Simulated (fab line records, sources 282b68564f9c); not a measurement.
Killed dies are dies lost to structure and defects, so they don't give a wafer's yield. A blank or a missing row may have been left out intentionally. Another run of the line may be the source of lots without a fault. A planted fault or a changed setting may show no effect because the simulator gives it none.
Which tool is to blame? :: flow rit-cmos :: 13 lots with 39 wafers sampled at 4 steps, on a route of 202 steps

## WHAT THE GAUGES READ, wafer by wafer
RIT_NRETRO_OVL_MEAS_06.
lot: L193
measured: day 2 06:41
on: overlay-01
NRETRO_OVL (nm): -0.9 -1.8 0.3

lot: L194
measured: day 2 12:45
on: overlay-01
NRETRO_OVL (nm): 0.8 -0.6 0.8

lot: L195
measured: day 2 16:56
on: overlay-02
NRETRO_OVL (nm): 0.9 -0.2 1.8

lot: L196
measured: day 2 22:08
on: overlay-01
NRETRO_OVL (nm): -0.2 -1.0 -1.1

lot: L198
measured: day 3 09:40
on: overlay-02
NRETRO_OVL (nm): -2.5 -0.8 0.8

lot: L199
measured: day 3 15:02
on: overlay-02
NRETRO_OVL (nm): -1.9 -0.8 -3.5

lot: L200
measured: day 3 17:25
on: overlay-01
NRETRO_OVL (nm): -0.5 -2.2 -2.3

lot: L201
measured: day 3 22:25
on: overlay-01
NRETRO_OVL (nm): - - -

lot: L205
measured: day 4 21:55
on: overlay-02
NRETRO_OVL (nm): -0.4 -3.4 -2.5

lot: L208
measured: day 5 12:08
on: overlay-01
NRETRO_OVL (nm): 0.6 1.8 0.1

lot: L213
measured: day 6 10:56
on: overlay-02
NRETRO_OVL (nm): -2.8 -0.6 -0.4

lot: L215
measured: day 6 22:38
on: overlay-02
NRETRO_OVL (nm): 1.3 2.1 0.8

lot: L216
measured: day 7 04:16
on: overlay-01
NRETRO_OVL (nm): -2.2 -1.5 -1.5

RIT_NRETRO_TW_MEAS_10.
lot: L193
measured: day 2 07:26
on: film-metro-03
NRETRO_TW: 1066 1071 1071

lot: L194
measured: day 2 13:22
on: film-metro-02
NRETRO_TW: 1066 1068 1059

lot: L195
measured: day 2 17:33
on: film-metro-03
NRETRO_TW: 1063 1061 1070

lot: L196
measured: day 2 22:45
on: film-metro-02
NRETRO_TW: 1064 1068 1064

lot: L198
measured: day 3 10:17
on: film-metro-04
NRETRO_TW: 1066 1066 1065

lot: L199
measured: day 3 15:39
on: film-metro-03
NRETRO_TW: 1064 1062 1058

lot: L200
measured: day 3 18:01
on: film-metro-02
NRETRO_TW: 1065 1063 1062

lot: L201
measured: day 3 23:12
on: film-metro-02
NRETRO_TW: 30 30 30

lot: L205
measured: day 4 22:32
on: film-metro-03
NRETRO_TW: 1062 1059 1065

lot: L208
measured: day 5 12:45
on: film-metro-02
NRETRO_TW: 1069 1072 1074

lot: L213
measured: day 6 11:34
on: film-metro-04
NRETRO_TW: 1080 1079 1075

lot: L215
measured: day 6 23:15
on: film-metro-02
NRETRO_TW: 1072 1075 1079

lot: L216
measured: day 7 04:53
on: film-metro-03
NRETRO_TW: 1062 1062 1064

RIT_PRETRO_TW_MEAS_10.
lot: L193
measured: day 2 09:07
on: film-metro-03
PRETRO_TW: 486 484 481

lot: L194
measured: day 2 14:55
on: film-metro-03
PRETRO_TW: 484 486 483

lot: L195
measured: day 2 19:06
on: film-metro-02
PRETRO_TW: 484 483 480

lot: L196
measured: day 3 00:19
on: film-metro-01
PRETRO_TW: 475 474 476

lot: L198
measured: day 3 11:50
on: film-metro-02
PRETRO_TW: 486 483 483

lot: L199
measured: day 3 17:24
on: film-metro-01
PRETRO_TW: 476 475 474

lot: L200
measured: day 3 19:40
on: film-metro-01
PRETRO_TW: 477 474 473

lot: L201
measured: day 4 00:55
on: film-metro-02
PRETRO_TW: 1095 1093 1093

lot: L205
measured: day 5 00:12
on: film-metro-02
PRETRO_TW: 484 484 486

lot: L208
measured: day 5 14:25
on: film-metro-02
PRETRO_TW: 480 485 483

lot: L213
measured: day 6 13:27
on: film-metro-01
PRETRO_TW: 476 478 478

lot: L215
measured: day 7 00:48
on: film-metro-02
PRETRO_TW: 484 487 487

lot: L216
measured: day 7 06:26
on: film-metro-03
PRETRO_TW: 481 484 480

## EACH LOT AND THE TOOL THAT RAN IT (in order: tool; ch and the chambers of the sampled wafers; start)
lot: L193
RIT_NRETRO_EXPOSE_03: iline-stepper-02 ch 0, day 2 06:17

lot: L194
RIT_NRETRO_EXPOSE_03: iline-stepper-01 ch 0, day 2 12:19

lot: L195
RIT_NRETRO_EXPOSE_03: iline-stepper-01 ch 0, day 2 16:31

lot: L196
RIT_NRETRO_EXPOSE_03: iline-stepper-02 ch 0, day 2 21:43

lot: L198
RIT_NRETRO_EXPOSE_03: iline-stepper-01 ch 0, day 3 09:15

lot: L199
RIT_NRETRO_EXPOSE_03: iline-stepper-01 ch 0, day 3 14:37

lot: L200
RIT_NRETRO_EXPOSE_03: iline-stepper-02 ch 0, day 3 16:59

lot: L201
RIT_NRETRO_EXPOSE_03: iline-stepper-02 ch 0, day 3 21:59

lot: L205
RIT_NRETRO_EXPOSE_03: iline-stepper-01 ch 0, day 4 21:30

lot: L208
RIT_NRETRO_EXPOSE_03: iline-stepper-02 ch 0, day 5 11:43

lot: L213
RIT_NRETRO_EXPOSE_03: iline-stepper-02 ch 0, day 6 10:32

lot: L215
RIT_NRETRO_EXPOSE_03: iline-stepper-02 ch 0, day 6 22:03

lot: L216
RIT_NRETRO_EXPOSE_03: iline-stepper-02 ch 0, day 7 03:51
- RIT_NRETRO_EXPOSE_03: exposes mask M4, target cd 43900 nm.

## AS READ BY THE TOOLS THEMSELVES (means over the sampled wafers that have a number; for cases with no such wafer, the mark the record gives instead)
The record holds no such reading with a usual standard deviation.

## THE ANSWER, worked out from the rows above alone
Rule: the lots themselves supply what counts as usual. Put in order of their means at a reading, lots are off if they are a third of the lots or fewer, leave a main group of 4 or more, and stand apart from it by a gap of 3 or more times the standard deviation of the main group's means; of several such gaps the widest counts. A main group is skipped when, at the precision printed for the reading in the tables above, its means are all equal. A lot without any number at a reading at which 4 lots or more have one is off too. Any other lot the step has rows for is counted as sound. Order of review: gauges by route order, followed by the tools' own readings, for which a lot's mean as printed above is used. At the first step where some lot is off, the reading lying furthest off is the one used; lots without a number count as furthest.
Off: at RIT_NRETRO_OVL_MEAS_06 (NRETRO_OVL), L201. Without a number there: L201. Mean -0.7 nm and standard deviation 1.2 in the main group.
If a tool, at a process step before that reading, ran all the lots that are off and no sound lot after the first of them, it fits. Not tried: the gauges at RIT_NRETRO_OVL_MEAS_06; whatever is off there is also off at RIT_NRETRO_TW_MEAS_10, on other tools, and gauge error can't account for it. No candidate that was tried fits.

## WHAT THE SIMULATOR HAD PUT IN
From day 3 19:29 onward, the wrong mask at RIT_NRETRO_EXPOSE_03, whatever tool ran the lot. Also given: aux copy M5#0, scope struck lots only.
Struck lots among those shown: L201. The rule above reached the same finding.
